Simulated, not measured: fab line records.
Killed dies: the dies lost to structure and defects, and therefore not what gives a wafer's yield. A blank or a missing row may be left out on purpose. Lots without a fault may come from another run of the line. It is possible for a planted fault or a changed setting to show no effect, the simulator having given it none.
fab line records :: flow rit-cmos
record:
  lots: 6
  wafers: 18
  last-day: 7
route steps=202 shown PLDD@124 SPACER@125 NSD@131 M1@202
lots that met no fault: from a run of the same line without faults
start-h: the number of hours between the record's first day and the start of the first shown wafer of the lot :: wait-h: how many hours have passed since the lot's step before this one :: " repeats the value in the row above :: L1.1+2: one row covering several wafers at once :: - no value, or no start given :: * or withheld: withheld :: < > ~ a bound
route shown NAME@n: names a module that has steps shown in the file, with the first one's number in the route :: usual: average and standard deviation across the fault-free wafers :: same: alike in all rows :: chamber/n: place in a boat :: sites: readings site by site :: _std_site: standard deviation of those values :: _edge_site: mean of outer sites minus mean of inner sites :: radius-mm: for every site, how far away it sits from the centre of the wafer :: mask NAME#n: copy n :: behind: tool/chamber where the wafer was last shaped :: hold: cause of the lot's hold/its duration in hours/its outcome :: device: whichever transistor did not switch (one of n, p or np) :: end of line: tests of these same wafers at the route's end :: a step without rows: its recipe alone :: killed: at the first sort, the dies lost to defects and structure; wafer yield is something else :: map: the dies of a wafer, with x for killed, . for not killed, _ for no die there
set.NAME: setting as actually run; set.NAME@STEP: the setting as run at that earlier step :: model.NAME: the simulator's own value behind a step, which no gauge read
lots at some steps of the route; a table a step, a row a wafer
services: when a tool's chamber went out of use (start-h, in hours from the record's first day, below 0 if earlier), for how many hours, and the reason
== steps ==
step: RIT_PLDD_TW_MEAS_10
usual:
  PLDD_TW: 2355/26
lot.wafer: L921.1
tool: film-metro-01
chamber: -
start-h: 48.53
wait-h: 0.1
PLDD_TW: 2336

lot.wafer: L921.2
tool: film-metro-01
chamber: -
start-h: 48.53
wait-h: 0.1
PLDD_TW: 2341

lot.wafer: L921.6
tool: film-metro-01
chamber: -
start-h: 48.53
wait-h: 0.1
PLDD_TW: 2320

lot.wafer: L926.2
tool: film-metro-04
chamber: -
start-h: 70.76
wait-h: 0.1
PLDD_TW: 2382

lot.wafer: L926.3
tool: film-metro-04
chamber: -
start-h: 70.76
wait-h: 0.1
PLDD_TW: 2386

lot.wafer: L926.4
tool: film-metro-04
chamber: -
start-h: 70.76
wait-h: 0.1
PLDD_TW: 2388

lot.wafer: L928.1
tool: film-metro-02
chamber: -
start-h: 82.62
wait-h: 0.1
PLDD_TW: 2399

lot.wafer: L928.3
tool: film-metro-02
chamber: -
start-h: 82.62
wait-h: 0.1
PLDD_TW: 2402

lot.wafer: L928.6
tool: film-metro-02
chamber: -
start-h: 82.62
wait-h: 0.1
PLDD_TW: 2395

lot.wafer: L929.1
tool: film-metro-04
chamber: -
start-h: 84.89
wait-h: 0.1
PLDD_TW: 2383

lot.wafer: L929.2
tool: film-metro-04
chamber: -
start-h: 84.89
wait-h: 0.1
PLDD_TW: 2393

lot.wafer: L929.5
tool: film-metro-04
chamber: -
start-h: 84.89
wait-h: 0.1
PLDD_TW: 2378

lot.wafer: L935.1
tool: film-metro-01
chamber: -
start-h: 114.62
wait-h: 0.1
PLDD_TW: 2321

lot.wafer: L935.2
tool: film-metro-01
chamber: -
start-h: 114.62
wait-h: 0.1
PLDD_TW: 2332

lot.wafer: L935.5
tool: film-metro-01
chamber: -
start-h: 114.62
wait-h: 0.1
PLDD_TW: 2328

lot.wafer: L941.3
tool: film-metro-01
chamber: -
start-h: 144.00
wait-h: 0.1
PLDD_TW: 2325

lot.wafer: L941.4
tool: film-metro-01
chamber: -
start-h: 144.00
wait-h: 0.1
PLDD_TW: 2324

lot.wafer: L941.5
tool: film-metro-01
chamber: -
start-h: 144.00
wait-h: 0.1
PLDD_TW: 2340
step: RIT_SPACER_CLEAN_00
recipe:
  chemistry: SC1
  mix: 3:3:50
  time-s: 600
  temp-c: 75
step: RIT_SPACER_CLEAN_01
recipe:
  chemistry: dHF
  dilution: 50:1
  time-s: 28.75
step: RIT_SPACER_CLEAN_02
recipe:
  chemistry: SC2
  mix: 3:3:50
  time-s: 600
  temp-c: 75
  dry: n2-spin
step: RIT_SPACER_CVD_03
recipe:
  material: Si3N4
  target-thk-nm: 250
  temp-c: 810
  precursor: SiH2Cl2/NH3
  time-s: 3300
  pressure-mtorr: 300
  sih2cl2-flow-sccm: 60
  nh3-flow-sccm: 150
step: RIT_SPACER_THK_MEAS_04
recipe:
  reads: Si3N4_of_SPACER_CVD_03
usual:
  SPACER_NITRIDE_THK: 249.1/2.2
lot.wafer: L921.1
tool: film-metro-01
chamber: -
start-h: 50.88
wait-h: 0.0
SPACER_NITRIDE_THK[nm]: 253.5

lot.wafer: L921.2
tool: film-metro-01
chamber: -
start-h: 50.88
wait-h: 0.0
SPACER_NITRIDE_THK[nm]: 252.5

lot.wafer: L921.6
tool: film-metro-01
chamber: -
start-h: 50.88
wait-h: 0.0
SPACER_NITRIDE_THK[nm]: 254.6

lot.wafer: L926.2
tool: film-metro-03
chamber: -
start-h: 73.17
wait-h: 0.0
SPACER_NITRIDE_THK[nm]: 246.1

lot.wafer: L926.3
tool: film-metro-03
chamber: -
start-h: 73.17
wait-h: 0.0
SPACER_NITRIDE_THK[nm]: 246.4

lot.wafer: L926.4
tool: film-metro-03
chamber: -
start-h: 73.17
wait-h: 0.0
SPACER_NITRIDE_THK[nm]: 245.8

lot.wafer: L928.1
tool: film-metro-03
chamber: -
start-h: 84.96
wait-h: 0.0
SPACER_NITRIDE_THK[nm]: 244.7

lot.wafer: L928.3
tool: film-metro-03
chamber: -
start-h: 84.96
wait-h: 0.0
SPACER_NITRIDE_THK[nm]: 246.1

lot.wafer: L928.6
tool: film-metro-03
chamber: -
start-h: 84.96
wait-h: 0.0
SPACER_NITRIDE_THK[nm]: 244.8

lot.wafer: L929.1
tool: film-metro-03
chamber: -
start-h: 87.24
wait-h: 0.0
SPACER_NITRIDE_THK[nm]: 247.0

lot.wafer: L929.2
tool: film-metro-03
chamber: -
start-h: 87.24
wait-h: 0.0
SPACER_NITRIDE_THK[nm]: 245.7

lot.wafer: L929.5
tool: film-metro-03
chamber: -
start-h: 87.24
wait-h: 0.0
SPACER_NITRIDE_THK[nm]: 248.9

lot.wafer: L935.1
tool: film-metro-01
chamber: -
start-h: 116.96
wait-h: 0.0
SPACER_NITRIDE_THK[nm]: 250.8

lot.wafer: L935.2
tool: film-metro-01
chamber: -
start-h: 116.96
wait-h: 0.0
SPACER_NITRIDE_THK[nm]: 249.3

lot.wafer: L935.5
tool: film-metro-01
chamber: -
start-h: 116.96
wait-h: 0.0
SPACER_NITRIDE_THK[nm]: 250.0

lot.wafer: L941.3
tool: film-metro-01
chamber: -
start-h: 146.35
wait-h: 0.0
SPACER_NITRIDE_THK[nm]: 248.9

lot.wafer: L941.4
tool: film-metro-01
chamber: -
start-h: 146.35
wait-h: 0.0
SPACER_NITRIDE_THK[nm]: 250.8

lot.wafer: L941.5
tool: film-metro-01
chamber: -
start-h: 146.35
wait-h: 0.0
SPACER_NITRIDE_THK[nm]: 252.4
step: RIT_SPACER_ETCHBACK_05
recipe:
  target-depth-a: 2500
  SF6_flow_sccm: 30
  CHF3_flow_sccm: 30
  target: Si3N4
  chemistry: SF6/CHF3
  pressure-mtorr: 40
  rf-w: 250
  time-s: 240
  stop-on: SiO2
usual:
  chamber-pressure-mTorr: 40.00/0.034
  drypump-motor-current-A: 5.6/0.48
  oes-product-au: 0.840/0.014
  throttle-valve-pct: 10.30/0.17
lot.wafer: L921.1
tool: rie-diel-01
chamber: 1
start-h: 50.94
wait-h: 0.1
chamber-pressure-mTorr: 40.02
drypump-motor-current-A: 5.8
oes-product-au: 0.869
rf-hours-counter-h: 150
throttle-valve-pct: 10.42

lot.wafer: L921.2
tool: rie-diel-01
chamber: 2
start-h: 50.94
wait-h: 0.1
chamber-pressure-mTorr: 40.05
drypump-motor-current-A: 5.2
oes-product-au: 0.828
rf-hours-counter-h: 118
throttle-valve-pct: 10.12

lot.wafer: L921.6
tool: rie-diel-01
chamber: 0
start-h: 50.94
wait-h: 0.1
chamber-pressure-mTorr: 39.95
drypump-motor-current-A: 6.5
oes-product-au: 0.842
rf-hours-counter-h: -
throttle-valve-pct: 9.94

lot.wafer: L926.2
tool: rie-diel-04
chamber: 0
start-h: 73.22
wait-h: 0.0
chamber-pressure-mTorr: 39.94
drypump-motor-current-A: 5.7
oes-product-au: 0.820
rf-hours-counter-h: 21
throttle-valve-pct: 10.06

lot.wafer: L926.3
tool: rie-diel-04
chamber: 3
start-h: 73.22
wait-h: 0.0
chamber-pressure-mTorr: 40.00
drypump-motor-current-A: 5.2
oes-product-au: 0.840
rf-hours-counter-h: 70
throttle-valve-pct: 10.35

lot.wafer: L926.4
tool: rie-diel-04
chamber: 1
start-h: 73.22
wait-h: 0.0
chamber-pressure-mTorr: 40.01
drypump-motor-current-A: 5.1
oes-product-au: 0.848
rf-hours-counter-h: -
throttle-valve-pct: 10.36

lot.wafer: L928.1
tool: rie-diel-02
chamber: 1
start-h: 85.02
wait-h: 0.1
chamber-pressure-mTorr: 40.00
drypump-motor-current-A: 5.4
oes-product-au: 0.840
rf-hours-counter-h: 7
throttle-valve-pct: 10.20

lot.wafer: L928.3
tool: rie-diel-02
chamber: 3
start-h: 85.02
wait-h: 0.1
chamber-pressure-mTorr: 40.01
drypump-motor-current-A: 5.1
oes-product-au: 0.855
rf-hours-counter-h: 127
throttle-valve-pct: 10.30

lot.wafer: L928.6
tool: rie-diel-02
chamber: 0
start-h: 85.02
wait-h: 0.1
chamber-pressure-mTorr: 40.04
drypump-motor-current-A: 6.5
oes-product-au: 0.815
rf-hours-counter-h: -
throttle-valve-pct: 10.54

lot.wafer: L929.1
tool: rie-diel-04
chamber: 3
start-h: 87.30
wait-h: 0.1
chamber-pressure-mTorr: 39.98
drypump-motor-current-A: 5.3
oes-product-au: 0.847
rf-hours-counter-h: 70
throttle-valve-pct: 10.36

lot.wafer: L929.2
tool: rie-diel-04
chamber: 2
start-h: 87.30
wait-h: 0.1
chamber-pressure-mTorr: 40.00
drypump-motor-current-A: 5.5
oes-product-au: 0.815
rf-hours-counter-h: 103
throttle-valve-pct: 10.42

lot.wafer: L929.5
tool: rie-diel-04
chamber: 0
start-h: 87.30
wait-h: 0.1
chamber-pressure-mTorr: 40.09
drypump-motor-current-A: 5.7
oes-product-au: 0.827
rf-hours-counter-h: -
throttle-valve-pct: 10.06

lot.wafer: L935.1
tool: rie-diel-01
chamber: 3
start-h: 117.02
wait-h: 0.1
chamber-pressure-mTorr: 40.05
drypump-motor-current-A: 5.6
oes-product-au: 0.844
rf-hours-counter-h: 8
throttle-valve-pct: 10.24

lot.wafer: L935.2
tool: rie-diel-01
chamber: 1
start-h: 117.02
wait-h: 0.1
chamber-pressure-mTorr: 39.95
drypump-motor-current-A: 5.8
oes-product-au: 0.847
rf-hours-counter-h: 152
throttle-valve-pct: 10.42

lot.wafer: L935.5
tool: rie-diel-01
chamber: 1
start-h: 117.02
wait-h: 0.1
chamber-pressure-mTorr: 39.98
drypump-motor-current-A: 5.8
oes-product-au: 0.855
rf-hours-counter-h: -
throttle-valve-pct: 10.43

lot.wafer: L941.3
tool: rie-diel-01
chamber: 0
start-h: 146.39
wait-h: 0.0
chamber-pressure-mTorr: 39.98
drypump-motor-current-A: 6.5
oes-product-au: 0.822
rf-hours-counter-h: 73
throttle-valve-pct: 9.93

lot.wafer: L941.4
tool: rie-diel-01
chamber: 1
start-h: 146.39
wait-h: 0.0
chamber-pressure-mTorr: 39.99
drypump-motor-current-A: 5.8
oes-product-au: 0.859
rf-hours-counter-h: 152
throttle-valve-pct: 10.41

lot.wafer: L941.5
tool: rie-diel-01
chamber: 1
start-h: 146.39
wait-h: 0.0
chamber-pressure-mTorr: 39.98
drypump-motor-current-A: 5.8
oes-product-au: 0.851
rf-hours-counter-h: -
throttle-valve-pct: 10.42
step: RIT_NSD_HMDS_00
recipe:
  prime-time-s: 60
  prime-temp-c: 140
step: RIT_NSD_COAT_01
recipe:
  resist: NOVOLAK
  spin-rpm: 3250
  resist-thk-nm: 1000
step: RIT_NSD_SOFTBAKE_02
recipe:
  resist: NOVOLAK
  temp-c: 90
  time-s: 60
step: RIT_NSD_EXPOSE_03
recipe:
  mask-id: M9
  na: 0.57
  target-cd-nm: 40700
  dose-mj: 250
step: RIT_NSD_PEB_04
recipe:
  resist: NOVOLAK
  temp-c: withheld
  time-s: withheld
step: RIT_NSD_DEVELOP_05
recipe:
  resist: NOVOLAK
  develop-time-s: 50
  dev-temp-c: 23
usual:
  developer-temp-C: 22.99/0.12
lot.wafer: L921.1
tool: litho-track-02
chamber: 0
start-h: 51
wait-h: -
developer-temp-C: 23.09

lot.wafer: L921.2
tool: litho-track-02
chamber: 0
start-h: 51
wait-h: -
developer-temp-C: 23.06

lot.wafer: L921.6
tool: litho-track-02
chamber: 0
start-h: 52
wait-h: -
developer-temp-C: 23.12

lot.wafer: L926.2
tool: litho-track-04
chamber: 0
start-h: 74
wait-h: -
developer-temp-C: 23.00

lot.wafer: L926.3
tool: litho-track-04
chamber: 0
start-h: 74
wait-h: -
developer-temp-C: 23.04

lot.wafer: L926.4
tool: litho-track-04
chamber: 0
start-h: 74
wait-h: -
developer-temp-C: 23.07

lot.wafer: L928.1
tool: litho-track-04
chamber: 0
start-h: 86
wait-h: -
developer-temp-C: 22.10

lot.wafer: L928.3
tool: litho-track-04
chamber: 0
start-h: 86
wait-h: -
developer-temp-C: 22.06

lot.wafer: L928.6
tool: litho-track-04
chamber: 0
start-h: 86
wait-h: -
developer-temp-C: 21.99

lot.wafer: L929.1
tool: litho-track-04
chamber: 0
start-h: 88
wait-h: -
developer-temp-C: 22.19

lot.wafer: L929.2
tool: litho-track-04
chamber: 0
start-h: 88
wait-h: -
developer-temp-C: 22.08

lot.wafer: L929.5
tool: litho-track-04
chamber: 0
start-h: 88
wait-h: -
developer-temp-C: 22.26

lot.wafer: L935.1
tool: litho-track-03
chamber: 0
start-h: 118
wait-h: -
developer-temp-C: 23.01

lot.wafer: L935.2
tool: litho-track-03
chamber: 0
start-h: 118
wait-h: -
developer-temp-C: 22.85

lot.wafer: L935.5
tool: litho-track-03
chamber: 0
start-h: 118
wait-h: -
developer-temp-C: 23.00

lot.wafer: L941.3
tool: litho-track-03
chamber: 0
start-h: 147
wait-h: -
developer-temp-C: 22.77

lot.wafer: L941.4
tool: litho-track-03
chamber: 0
start-h: 147
wait-h: -
developer-temp-C: 23.03

lot.wafer: L941.5
tool: litho-track-03
chamber: 0
start-h: 147
wait-h: -
developer-temp-C: 22.96
step: RIT_NSD_OVL_MEAS_06
usual:
  NSD_OVL: 1.2/1.4
lot.wafer: L921.1
tool: overlay-02
chamber: -
start-h: 52.10
wait-h: -
NSD_OVL[nm]: 2.3

lot.wafer: L921.2
tool: overlay-02
chamber: -
start-h: 52.10
wait-h: -
NSD_OVL[nm]: 1.4

lot.wafer: L921.6
tool: overlay-02
chamber: -
start-h: 52.10
wait-h: -
NSD_OVL[nm]: 2.7

lot.wafer: L926.2
tool: overlay-02
chamber: -
start-h: 74.23
wait-h: -
NSD_OVL[nm]: 1.9

lot.wafer: L926.3
tool: overlay-02
chamber: -
start-h: 74.23
wait-h: -
NSD_OVL[nm]: 1.7

lot.wafer: L926.4
tool: overlay-02
chamber: -
start-h: 74.23
wait-h: -
NSD_OVL[nm]: 2.3

lot.wafer: L928.1
tool: overlay-02
chamber: -
start-h: 86.15
wait-h: -
NSD_OVL[nm]: 0.6

lot.wafer: L928.3
tool: overlay-02
chamber: -
start-h: 86.15
wait-h: -
NSD_OVL[nm]: 1.5

lot.wafer: L928.6
tool: overlay-02
chamber: -
start-h: 86.15
wait-h: -
NSD_OVL[nm]: 0.2

lot.wafer: L929.1
tool: overlay-02
chamber: -
start-h: 88.46
wait-h: -
NSD_OVL[nm]: 0.2

lot.wafer: L929.2
tool: overlay-02
chamber: -
start-h: 88.46
wait-h: -
NSD_OVL[nm]: 0.8

lot.wafer: L929.5
tool: overlay-02
chamber: -
start-h: 88.46
wait-h: -
NSD_OVL[nm]: 2.0

lot.wafer: L935.1
tool: overlay-02
chamber: -
start-h: 118.15
wait-h: -
NSD_OVL[nm]: -0.6

lot.wafer: L935.2
tool: overlay-02
chamber: -
start-h: 118.15
wait-h: -
NSD_OVL[nm]: 0.4

lot.wafer: L935.5
tool: overlay-02
chamber: -
start-h: 118.15
wait-h: -
NSD_OVL[nm]: 0.2

lot.wafer: L941.3
tool: overlay-02
chamber: -
start-h: 147.52
wait-h: -
NSD_OVL[nm]: 0.2

lot.wafer: L941.4
tool: overlay-02
chamber: -
start-h: 147.52
wait-h: -
NSD_OVL[nm]: 0.9

lot.wafer: L941.5
tool: overlay-02
chamber: -
start-h: 147.52
wait-h: -
NSD_OVL[nm]: 0.6
step: RIT_M1_PROBE_99
usual:
  killed-at-contacts: 0.1/0.26
  killed-at-front-end: 7/3.2
  killed-dies: 7/3.2
  killed-open: 3.2/2.1
  killed-short: 3.7/2.1
same:
  gross-dies: 264
  killed_at_M0_to_M3: 0
  killed_at_M4_up: 0
  killed-at-back-side: 0
  killed-at-other: 0
lot.wafer: L921.1
tool: prober-02
chamber: -
start-h: 62.83
wait-h: 0.1
killed-at-contacts: 0
killed-at-front-end: 8
killed-dies: 8
killed-open: 2
killed-short: 6

lot.wafer: L921.2
tool: prober-02
chamber: -
start-h: 62.88
wait-h: 0.1
killed-at-contacts: 0
killed-at-front-end: 3
killed-dies: 3
killed-open: 2
killed-short: 1

lot.wafer: L921.6
tool: prober-02
chamber: -
start-h: 63.08
wait-h: 0.2
killed-at-contacts: 0
killed-at-front-end: 8
killed-dies: 8
killed-open: 2
killed-short: 6

lot.wafer: L926.2
tool: prober-01
chamber: -
start-h: 84.57
wait-h: 0.1
killed-at-contacts: 0
killed-at-front-end: 6
killed-dies: 6
killed-open: 2
killed-short: 4

lot.wafer: L926.3
tool: prober-01
chamber: -
start-h: 84.62
wait-h: 0.2
killed-at-contacts: 0
killed-at-front-end: 14
killed-dies: 14
killed-open: 3
killed-short: 11

lot.wafer: L926.4
tool: prober-01
chamber: -
start-h: 84.67
wait-h: 0.2
killed-at-contacts: 0
killed-at-front-end: 8
killed-dies: 8
killed-open: 8
killed-short: 0

lot.wafer: L928.1
tool: prober-01
chamber: -
start-h: 96.31
wait-h: 0.1
killed-at-contacts: 0
killed-at-front-end: 8
killed-dies: 8
killed-open: 2
killed-short: 6

lot.wafer: L928.3
tool: prober-01
chamber: -
start-h: 96.41
wait-h: 0.2
killed-at-contacts: 0
killed-at-front-end: 3
killed-dies: 3
killed-open: 2
killed-short: 1

lot.wafer: L928.6
tool: prober-01
chamber: -
start-h: 96.56
wait-h: 0.2
killed-at-contacts: 0
killed-at-front-end: 7
killed-dies: 7
killed-open: 3
killed-short: 4

lot.wafer: L929.1
tool: prober-02
chamber: -
start-h: 98.67
wait-h: 0.1
killed-at-contacts: 0
killed-at-front-end: 9
killed-dies: 9
killed-open: 5
killed-short: 4

lot.wafer: L929.2
tool: prober-02
chamber: -
start-h: 98.72
wait-h: 0.1
killed-at-contacts: 0
killed-at-front-end: 9
killed-dies: 9
killed-open: 3
killed-short: 6

lot.wafer: L929.5
tool: prober-02
chamber: -
start-h: 98.87
wait-h: 0.2
killed-at-contacts: 0
killed-at-front-end: 5
killed-dies: 5
killed-open: 3
killed-short: 2

lot.wafer: L935.1
tool: prober-02
chamber: -
start-h: 128.05
wait-h: 0.1
killed-at-contacts: 0
killed-at-front-end: 5
killed-dies: 5
killed-open: 2
killed-short: 3

lot.wafer: L935.2
tool: prober-02
chamber: -
start-h: 128.10
wait-h: 0.1
killed-at-contacts: 0
killed-at-front-end: 4
killed-dies: 4
killed-open: 2
killed-short: 2

lot.wafer: L935.5
tool: prober-02
chamber: -
start-h: 128.25
wait-h: 0.2
killed-at-contacts: 1
killed-at-front-end: 10
killed-dies: 11
killed-open: 4
killed-short: 7

lot.wafer: L941.3
tool: prober-02
chamber: -
start-h: 157.93
wait-h: 0.2
killed-at-contacts: 0
killed-at-front-end: 6
killed-dies: 6
killed-open: 4
killed-short: 2

lot.wafer: L941.4
tool: prober-02
chamber: -
start-h: 157.98
wait-h: 0.2
killed-at-contacts: 0
killed-at-front-end: 5
killed-dies: 5
killed-open: 1
killed-short: 4

lot.wafer: L941.5
tool: prober-02
chamber: -
start-h: 158.03
wait-h: 0.2
killed-at-contacts: 0
killed-at-front-end: 5
killed-dies: 5
killed-open: 4
killed-short: 1
killed by level:class
L921.1 FOX1:geometric-particle:short=3 GATE:geometric-particle:short=2 FOX1:geometric-particle:open=1 GATE:geometric-particle:open=1 REOX:geometric-particle:short=1
L921.2 FOX1:geometric-particle:short=1 GATE:geometric-particle:open=1 SPACER:geometric-particle:open=1
L921.6 FOX1:geometric-particle:short=2 GATE:geometric-particle:short=2 FOX2:geometric-particle:open=1 REOX:geometric-particle:open=1 REOX:geometric-particle:short=1 SILICIDE:geometric-particle:short=1
L926.2 FOX1:geometric-particle:short=1 FOX1:geometric-particle:open=1 FOX2:geometric-particle:short=1 GATE:geometric-particle:short=1 GATE:geometric-particle:open=1 SILICIDE:geometric-particle:short=1
L926.3 SPACER:geometric-particle:short=4 GATE:geometric-particle:short=3 FOX2:geometric-particle:short=2 REOX:geometric-particle:short=2 GATE:geometric-particle:open=1 SPACER:geometric-particle:open=1 SILICIDE:geometric-particle:open=1
L926.4 GATE:geometric-particle:open=3 FOX1:geometric-particle:open=2 SILICIDE:geometric-particle:open=2 SPACER:geometric-particle:open=1
L928.1 FOX2:geometric-particle:short=2 GATE:geometric-particle:short=2 FOX2:geometric-particle:open=1 GATE:geometric-particle:open=1 REOX:geometric-particle:short=1 SPACER:geometric-particle:short=1
L928.3 FOX1:geometric-particle:open=1 SPACER:geometric-particle:short=1 SILICIDE:geometric-particle:open=1
L928.6 REOX:geometric-particle:short=2 FOX1:geometric-particle:short=1 FOX2:geometric-particle:open=1 GATE:geometric-particle:open=1 REOX:geometric-particle:open=1 SILICIDE:geometric-particle:short=1
L929.1 SPACER:geometric-particle:open=3 GATE:geometric-particle:open=2 FOX1:geometric-particle:short=1 GATE:geometric-particle:short=1 REOX:geometric-particle:short=1 SPACER:geometric-particle:short=1
L929.2 GATE:geometric-particle:short=3 REOX:geometric-particle:open=2 FOX1:geometric-particle:short=1 FOX2:geometric-particle:short=1 FOX2:geometric-particle:open=1 SPACER:geometric-particle:short=1
L929.5 GATE:geometric-particle:open=2 FOX2:geometric-particle:short=1 FOX2:geometric-particle:open=1 SPACER:geometric-particle:short=1
L935.1 GATE:geometric-particle:short=2 FOX1:geometric-particle:short=1 GATE:geometric-particle:open=1 SPACER:geometric-particle:open=1
L935.2 SPACER:geometric-particle:open=2 FOX2:geometric-particle:short=1 GATE:geometric-particle:short=1
L935.5 SPACER:geometric-particle:short=4 FOX1:geometric-particle:short=1 FOX2:geometric-particle:short=1 GATE:geometric-particle:open=1 GATE:geometric-particle:short=1 SPACER:geometric-particle:open=1 SILICIDE:geometric-particle:open=1 CONTACT:geometric-particle:open=1
L941.3 GATE:geometric-particle:open=2 FOX1:geometric-particle:short=1 FOX1:geometric-particle:open=1 SPACER:geometric-particle:open=1 SILICIDE:geometric-particle:short=1
L941.4 SPACER:geometric-particle:short=2 GATE:geometric-particle:short=1 REOX:geometric-particle:short=1 SPACER:geometric-particle:open=1
L941.5 GATE:geometric-particle:open=2 SPACER:geometric-particle:open=2 SPACER:geometric-particle:short=1
== services ==
tool: rie-diel-02
chamber: 2
start-h: 33.32
hours: 12.3
kind: repair

tool: rie-diel-01
chamber: 1
start-h: 64.65
hours: 1.4
kind: repair

tool: rie-diel-04
chamber: -
start-h: 68.26
hours: 2.8
kind: pm

tool: rie-diel-04
chamber: 2
start-h: 73.09
hours: 7.9
kind: repair

tool: rie-diel-01
chamber: -
start-h: 82.53
hours: 0.4
kind: repair

tool: rie-diel-02
chamber: 2
start-h: 89.08
hours: 3.8
kind: repair

tool: rie-diel-01
chamber: 0
start-h: 91.52
hours: 3.6
kind: repair

tool: rie-diel-04
chamber: 3
start-h: 102.39
hours: 4.4
kind: repair

tool: rie-diel-02
chamber: -
start-h: 120.74
hours: 2.8
kind: pm

tool: rie-diel-02
chamber: 0
start-h: 145.76
hours: 7.4
kind: repair
== key ==
first-sign:
  step: RIT_NSD_DEVELOP_05
  reading: developer-temp-C
  direction: down
  sigmas: 7.4
  usual: *
  struck: *
effect none on later readings
met-at RIT_NSD_DEVELOP_05
struck-wafers L928.1,L928.3,L928.6,L929.1,L929.2,L929.5
tester-left-out L928,L929
onset-between 74 86
fault:
  kind: process-parameter-drift
  tool: litho-track-04
  chamber: -
  onset-h: 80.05
  steps: RIT_NSD_DEVELOP_05
  channel: dev-temp-c
  offset: *
  shape: step
  end-h: 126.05
  acts-in: *
  stated: *
tester-left-out: of these lots the tester's yield and bins aren't shown, on N5 and GAA mostly nor the transistor test; their killed dies are dies lost to structure and defects alone, not to doping, threshold or leakage, so they don't give the yield
